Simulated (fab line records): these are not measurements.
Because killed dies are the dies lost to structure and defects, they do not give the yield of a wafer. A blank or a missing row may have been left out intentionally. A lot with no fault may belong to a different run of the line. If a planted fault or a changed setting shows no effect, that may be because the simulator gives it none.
One fault through the eyes of 2 desks    flow rit-cmos    each desk holds nothing but its own numbers, with what lay behind them at the end

== FROM THE METROLOGY DESK ==
Means of the sampled wafers that have a number, per lot and without regard to the tool the lot ran on: this is what the gauges read. If a lot's mean is further than 4 standard deviations from the usual mean, the lot is out of limits and carries the mark OUT (the distance appears in the brackets).
Columns: A = CONTACT_TEOS_THK at RIT_CONTACT_THK_MEAS_01, usual 400 nm
lot   first seen here  A
L703  day 3 11:49      392
L704  day 3 14:34      408
L705  day 3 17:56      395
L706  day 3 23:14      405
L707  day 4 04:26      395
L708  day 4 11:16      404
L709  day 4 20:22      401
L710  day 4 23:16      400
L711  day 5 04:13      399
L718  day 6 09:41      374 (-4.5) OUT
L721  day 7 00:44      378
L722  day 7 06:20      399
L723  day 7 12:25      397
L725  day 7 21:12      397
Per this desk, out of limits: L718; the first was L718, day 6 09:41 (CONTACT_TEOS_THK at RIT_CONTACT_THK_MEAS_01). In limits: L703, L704, L705, L706, L707, L708, L709, L710, L711, L721, L722, L723, L725.

== TOOL OWNER'S DESK, pecvd-03 ==
The tool's own readings at RIT_CONTACT_CVD_00 (deposits SiO2 from TEOS, target thk 400 nm, time 61 s): means of the sampled wafers that have a number, for each lot that ran on this tool. If a lot's mean is further than 4 standard deviations from the usual mean, the lot is out of limits and carries the mark OUT (the distance appears in the brackets).
Columns: A = heater-power-w at RIT_CONTACT_CVD_00, usual 321 W
lot   first seen here  A
L704  day 3 14:30      279
L706  day 3 23:10      310
L709  day 4 20:18      262
L718  day 6 09:38      295
L721  day 7 00:40      289
This desk's verdict: no lot among the 5 shows anything out of limits.

== PUT TOGETHER ==
L718 would have let the metrology desk raise an alarm at day 6 09:41.
The desk of the tool owner found nothing out of limits.
The tool owner's desk has L718 on record, within its limits.
All the named lots went through RIT_CONTACT_CVD_00 on pecvd-03.

== WHAT THE SIMULATOR PUT IN ==
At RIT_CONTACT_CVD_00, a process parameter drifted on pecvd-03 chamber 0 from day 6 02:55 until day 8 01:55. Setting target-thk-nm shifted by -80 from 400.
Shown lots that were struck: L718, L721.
Time in hours between the start of the fault and the first out-of-limits reading at each desk: metrology desk, 7.
